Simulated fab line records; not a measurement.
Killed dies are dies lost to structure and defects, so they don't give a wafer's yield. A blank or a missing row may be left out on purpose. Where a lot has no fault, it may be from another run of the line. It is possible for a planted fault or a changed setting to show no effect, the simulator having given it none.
Which of the tools did it? :: flow berkeley-cmos170 :: 21 wafers from 7 lots sampled at 4 of the route's 331 steps

WHAT EACH GAUGE READ, for each wafer
UCB170_M2_CD_MEAS_15: target cd 700 nm.
lot: L845
measured: day 9 01:06
on: cd-sem-01
cd-nm (nm): 699.1 698.3 699.1

lot: L849
measured: day 9 18:02
on: cd-sem-02
cd-nm (nm): 698.9 699.6 699.3

lot: L848
measured: day 9 15:39
on: cd-sem-01
cd-nm (nm): 700.9 700.7 701.5

lot: L851
measured: day 10 07:17
on: cd-sem-01
cd-nm (nm): 700.6 698.8 700.7

lot: L855
measured: day 10 19:44
on: cd-sem-01
cd-nm (nm): 700.3 700.0 700.2

lot: L859
measured: day 11 19:53
on: cd-sem-02
cd-nm (nm): 743.9 745.6 744.2 743.9 745.2 744.5

lot: L863
measured: day 12 14:39
on: cd-sem-01
cd-nm (nm): 698.9 698.3 697.9

WHAT TOOL EACH LOT RAN ON (gives the tool, then ch and the chambers of the sampled wafers, and finally the start)
lot: L845
UCB170_SILICIDE_SPUTTER_01: pvd-sputter-03, day 8 06:16
UCB170_M2_STRIP_07: plasma-asher-02 ch 0,1, day 8 22:35
UCB170_M2_PEB_13: litho-track-01 ch 0, day 9 00:33

lot: L849
UCB170_SILICIDE_SPUTTER_01: pvd-sputter-04, day 8 20:55
UCB170_M2_STRIP_07: plasma-asher-03 ch 0,1, day 9 16:00
UCB170_M2_PEB_13: litho-track-03 ch 0, day 9 17:47

lot: L848
UCB170_SILICIDE_SPUTTER_01: pvd-sputter-03, day 8 21:31
UCB170_M2_STRIP_07: plasma-asher-01 ch 0,1, day 9 14:31
UCB170_M2_PEB_13: litho-track-01 ch 0, day 9 15:22

lot: L851
UCB170_SILICIDE_SPUTTER_01: pvd-sputter-03, day 9 15:41
UCB170_M2_STRIP_07: plasma-asher-02 ch 0,1, day 10 05:58
UCB170_M2_PEB_13: litho-track-02 ch 0, day 10 07:00

lot: L855
UCB170_SILICIDE_SPUTTER_01: pvd-sputter-04, day 10 02:40
UCB170_M2_STRIP_07: plasma-asher-02 ch 1, day 10 18:28
UCB170_M2_PEB_13: litho-track-03 ch 0, day 10 19:28

lot: L859
UCB170_SILICIDE_SPUTTER_01: pvd-sputter-04, day 11 01:23
UCB170_M2_STRIP_07: plasma-asher-01 ch 0,1, day 11 18:13
UCB170_M2_PEB_13: litho-track-01 ch 0, day 11 19:37

lot: L863
UCB170_SILICIDE_SPUTTER_01: pvd-sputter-03, day 11 18:58
UCB170_M2_STRIP_07: plasma-asher-01 ch 0,1, day 12 10:44
UCB170_M2_PEB_13: litho-track-02 ch 0, day 12 14:23
- UCB170_SILICIDE_SPUTTER_01: material Ti, target thk 30 nm, time 25 s.
- UCB170_M2_STRIP_07: strips in O2.
- UCB170_M2_PEB_13

THE ANSWER, worked out from the rows above alone
Rule: the lots themselves supply what counts as usual. Put in order of their means at a reading, lots are off if they are a third of the lots or fewer, leave a main group of 4 or more, and stand apart from it by a gap of 3 or more times the standard deviation of the main group's means; of several such gaps the widest counts. Not used: any main group whose means are identical at the precision the tables above print for the reading. Also off: a lot with no number at a reading for which 4 or more lots have one. Where the step has rows for the other lots, those lots are counted as sound.
Off: L859, at UCB170_M2_CD_MEAS_15 (cd-nm). For the main group the mean is 699.6 nm and the standard deviation 0.89.
A tool fits if, at a process step before that reading, it ran every lot that is off, and no sound lot after the first of them. The gauges at UCB170_M2_CD_MEAS_15 are tried like those tools. Can't be told from this: 3 tools fit, pvd-sputter-04 at UCB170_SILICIDE_SPUTTER_01, litho-track-01 at UCB170_M2_PEB_13, cd-sem-02 at UCB170_M2_CD_MEAS_15.

WHAT THE SIMULATOR PUT IN
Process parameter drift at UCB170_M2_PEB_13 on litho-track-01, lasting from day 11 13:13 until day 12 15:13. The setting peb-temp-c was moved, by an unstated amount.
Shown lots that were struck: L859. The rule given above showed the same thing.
